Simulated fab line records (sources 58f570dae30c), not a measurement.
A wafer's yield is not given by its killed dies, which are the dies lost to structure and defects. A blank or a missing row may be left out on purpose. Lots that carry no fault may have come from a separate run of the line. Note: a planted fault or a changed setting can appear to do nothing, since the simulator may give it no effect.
Lot-split experiment / flow berkeleyCmos170 / 5 lots, 23 wafers read, on a route of 331 steps

== ABOUT THE SPLIT ==
At UCB170_GATE_PEB_10, the setting pebTempC was moved away from the recipe's 130 C on 9 of the 23 wafers read, by -2.9% to +1.8%. This setting was run at the recipe's value on the other wafers.

== FROM THE SPLIT TO THE READING: what the file shows between them, 5 steps ==
- UCB170_GATE_DEVELOP_11: develop time 45 s
- UCB170_GATE_CD_MEAS_12: target cd 350 nm
- UCB170_GATE_ETCH_14: etches BARC in N2/H2
- UCB170_GATE_ETCH_15: etches poly-Si in HBr/Cl2, stops on SiO2, time 56.3 s, target depth 278.2 nm
- UCB170_GATE_STRIP_16: strips in O2

== THE READING ==
At UCB170_GATE_CD_MEAS_90: cdNm in nanometres, against a target cd of 350 nm. On this fab line, fault-free wafers typically give 349.8 nm with a standard deviation of 1.6 nm.

wafer=L074.1; tool, chamber at the split=lithoTrack-03, 0; pebTempC as run, C=126.2; against the recipe=-2.9%; cdNm, nm=379.2; against lot-mates on the recipe=+28.3
wafer=L074.2; tool, chamber at the split=lithoTrack-03, 0; pebTempC as run, C=126.2; against the recipe=-2.9%; cdNm, nm=379.0; against lot-mates on the recipe=+28.1
wafer=L074.3; tool, chamber at the split=lithoTrack-03, 0; pebTempC as run, C=130; against the recipe=recipe; cdNm, nm=351.3; against lot-mates on the recipe=-
wafer=L074.4; tool, chamber at the split=lithoTrack-03, 0; pebTempC as run, C=126.2; against the recipe=-2.9%; cdNm, nm=378.7; against lot-mates on the recipe=+27.8
wafer=L074.6; tool, chamber at the split=lithoTrack-03, 0; pebTempC as run, C=130; against the recipe=recipe; cdNm, nm=350.5; against lot-mates on the recipe=-
wafer=L075.1; tool, chamber at the split=lithoTrack-04, 0; pebTempC as run, C=132.4; against the recipe=+1.8%; cdNm, nm=334.7; against lot-mates on the recipe=-14.7
wafer=L075.2; tool, chamber at the split=lithoTrack-04, 0; pebTempC as run, C=130; against the recipe=recipe; cdNm, nm=349.5; against lot-mates on the recipe=-
wafer=L075.3; tool, chamber at the split=lithoTrack-04, 0; pebTempC as run, C=132.4; against the recipe=+1.8%; cdNm, nm=334.0; against lot-mates on the recipe=-15.4
wafer=L075.4; tool, chamber at the split=lithoTrack-04, 0; pebTempC as run, C=130; against the recipe=recipe; cdNm, nm=348.3; against lot-mates on the recipe=-
wafer=L075.5; tool, chamber at the split=lithoTrack-04, 0; pebTempC as run, C=130; against the recipe=recipe; cdNm, nm=350.4; against lot-mates on the recipe=-
wafer=L076.1; tool, chamber at the split=lithoTrack-03, 0; pebTempC as run, C=130; against the recipe=recipe; cdNm, nm=351.0; against lot-mates on the recipe=-
wafer=L076.3; tool, chamber at the split=lithoTrack-03, 0; pebTempC as run, C=128.5; against the recipe=-1.2%; cdNm, nm=362.4; against lot-mates on the recipe=+11.2
wafer=L076.4; tool, chamber at the split=lithoTrack-03, 0; pebTempC as run, C=128.5; against the recipe=-1.2%; cdNm, nm=362.4; against lot-mates on the recipe=+11.2
wafer=L076.5; tool, chamber at the split=lithoTrack-03, 0; pebTempC as run, C=130; against the recipe=recipe; cdNm, nm=351.7; against lot-mates on the recipe=-
wafer=L076.6; tool, chamber at the split=lithoTrack-03, 0; pebTempC as run, C=130; against the recipe=recipe; cdNm, nm=350.9; against lot-mates on the recipe=-
wafer=L082.1; tool, chamber at the split=lithoTrack-03, 0; pebTempC as run, C=130; against the recipe=recipe; cdNm, nm=350.3; against lot-mates on the recipe=-
wafer=L082.3; tool, chamber at the split=lithoTrack-03, 0; pebTempC as run, C=130; against the recipe=recipe; cdNm, nm=351.6; against lot-mates on the recipe=-
wafer=L082.5; tool, chamber at the split=lithoTrack-03, 0; pebTempC as run, C=130; against the recipe=recipe; cdNm, nm=350.8; against lot-mates on the recipe=-
wafer=L083.2; tool, chamber at the split=lithoTrack-03, 0; pebTempC as run, C=128.8; against the recipe=-0.9%; cdNm, nm=358.0; against lot-mates on the recipe=+8.0
wafer=L083.3; tool, chamber at the split=lithoTrack-03, 0; pebTempC as run, C=130; against the recipe=recipe; cdNm, nm=350.8; against lot-mates on the recipe=-
wafer=L083.4; tool, chamber at the split=lithoTrack-03, 0; pebTempC as run, C=130; against the recipe=recipe; cdNm, nm=349.6; against lot-mates on the recipe=-
wafer=L083.5; tool, chamber at the split=lithoTrack-03, 0; pebTempC as run, C=128.8; against the recipe=-0.9%; cdNm, nm=359.6; against lot-mates on the recipe=+9.6
wafer=L083.6; tool, chamber at the split=lithoTrack-03, 0; pebTempC as run, C=130; against the recipe=recipe; cdNm, nm=349.7; against lot-mates on the recipe=-

THE FIT
A straight line over all 23 wafers: cdNm changes by -9.51 nm for each +1% of pebTempC; r = -1.00; the points scatter about the line by 0.96 nm.
The same after taking each lot's own level away (the mean of its wafers on the recipe; 23 wafers): -9.24 nm for each +1%; r = -1.00; scatter 0.85 nm.
Per that fit: largest pebTempC move, reading shift of 27 nm.
From 349.40 to 351.20 nm: that is the span of the lots' own levels, equal to 1.1 times the standard deviation above.
So the lot-to-lot level changes the slope little: the two slopes agree.
Check: +27.1 nm against its lot-mates is what the line predicts for one of the wafers moved furthest among these (-2.9%) when that wafer is left out of the fit. It came out at +28.3 nm against them.

== THE WHOLE CHAIN: every reading that the file lists as answering this split, in the file's order ==
step=UCB170_GATE_CD_MEAS_12; what it does=target cd 350 nm; reading=cdNm; change (the file's fit)=-9.44 nm for each +1% of the setting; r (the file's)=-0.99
step=UCB170_GATE_ETCH_15; what it does=etches poly-Si in HBr/Cl2, stops on SiO2, time 56.3 s, target depth 278.2 nm; reading=GATE.cdNm (the simulator's own value, which no gauge read); change (the file's fit)=-9.36 nm for each +1% of the setting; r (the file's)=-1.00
step=UCB170_GATE_CD_MEAS_90; what it does=target cd 350 nm; reading=cdNm; change (the file's fit)=-9.26 nm for each +1% of the setting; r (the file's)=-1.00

== FILE'S OWN FIT ==
cdNm changes by -9.26 nm for each +1% of pebTempC, r = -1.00.
